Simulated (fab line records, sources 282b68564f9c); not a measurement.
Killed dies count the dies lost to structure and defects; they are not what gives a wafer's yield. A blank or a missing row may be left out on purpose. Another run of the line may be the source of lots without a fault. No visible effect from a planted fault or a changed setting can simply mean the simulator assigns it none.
A lot that was struck, set against a sound lot | flow rit_cmos | 15 steps out of a route of 202
Sound: the wafers L854.1, L854.5, L854.6. Struck: wafer L862.4 (L862.3, L862.6, from the same lot, were not struck and are left out); the cause is given at the end.
At each step with rows: each side's tool, then ch and its chambers, then its first start. Under that, the readings that differ: sound wafers | struck wafers | difference of the means | sigmas: that difference in standard deviations of wafers without a fault.
alike: readings with means less than 2 such deviations apart, plus words and numbers identical on both sides. not compared: withheld readings, readings lacking a value on some wafer, bounds such as >300 that could conceal the same value, and numbers that have no deviation in the record and whose values overlap.
The two part at a step that has a row with sigmas, a row that says differs or no value, or rows on one side only. Non-overlapping numbers with no deviation appear without sigmas and do not part them. A reading missing from all wafers of one side parts the sides only when that side holds two or more wafers.

RIT_GATE_THK_MEAS_07:
  struck on film_metro-01, day 5 14:07; sound on film_metro-02, day 3 04:49
  alike: GATE_OXIDE_THK
then, 1 step without rows for these wafers: RIT_GATE_CVD_08 (deposits poly-Si from SiH4, target thk 250 nm, time 2220 s).
RIT_GATE_THK_MEAS_09:
  struck on film_metro-03, day 5 15:47; sound on film_metro-03, day 3 07:18
  alike: GATE_POLY_THK
then, 6 steps without rows for these wafers: RIT_GATE_HMDS_10 (prime time 60 s); RIT_GATE_COAT_11 (resist thk 850 nm); RIT_GATE_SOFTBAKE_12 (time 60 s); RIT_GATE_EXPOSE_13 (exposes mask M6, target cd 150 nm); RIT_GATE_PEB_14; RIT_GATE_DEVELOP_15 (develop time 52.04 s).
RIT_GATE_CD_MEAS_16: the cd target is 150 nm.
  struck on cd_sem-02, day 5 17:08; sound on cd_sem-02, day 3 08:13
  alike: cd_nm
RIT_GATE_OVL_MEAS_17:
  struck on overlay-01, day 5 17:14; sound on overlay-02, day 3 08:20
  alike: GATE_OVL
then, 1 step without rows for these wafers: RIT_GATE_HARDBAKE_18 (time 60 s).
RIT_GATE_ETCH_19: etches poly-Si in SF6/CHF3/O2, stops on SiO2, time 165 s, target depth 312.5 nm.
  sound on rie_si-02 ch 0,1,3, day 3 08:31; struck on rie_si-02 ch 2, day 5 17:25
  reading                                   | sound             | struck | difference | sigmas
  oes_product_au (a.u.)                     | 0.870 0.892 0.880 | 0.724  | -0.157     | -10
  run_length_s (s)                          | 194.8 193.8 193.8 | 238.7  | +44.6      | +83
  model.NOVOLAK_of_GATE_COAT_11.thk_nm (nm) | 667.1 670.1 670   | 646.4  | -22.7      |
  alike: drypump_motor_current_A, throttle_valve_pct
  not compared: rf_hours_counter_h
RIT_GATE_STRIP_20: strips in O2, time 180 s.
  sound on plasma_asher-01 ch 0,1, day 3 08:37; struck on plasma_asher-03 ch 0, day 5 17:35
  alike: drypump_motor_current_A
  not compared: rf_hours_counter_h
RIT_M1_PROBE_99:
  sound wafers here have rows in the record (prober-02, day 4 07:51); struck ones have none

== WHERE THEY PART ==
Last at RIT_M1_PROBE_99 as far as this record goes, first at RIT_GATE_ETCH_19.

WHY: what had been put in by the simulator
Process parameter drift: rie_si-02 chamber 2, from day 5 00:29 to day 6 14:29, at RIT_GATE_ETCH_19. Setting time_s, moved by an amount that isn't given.
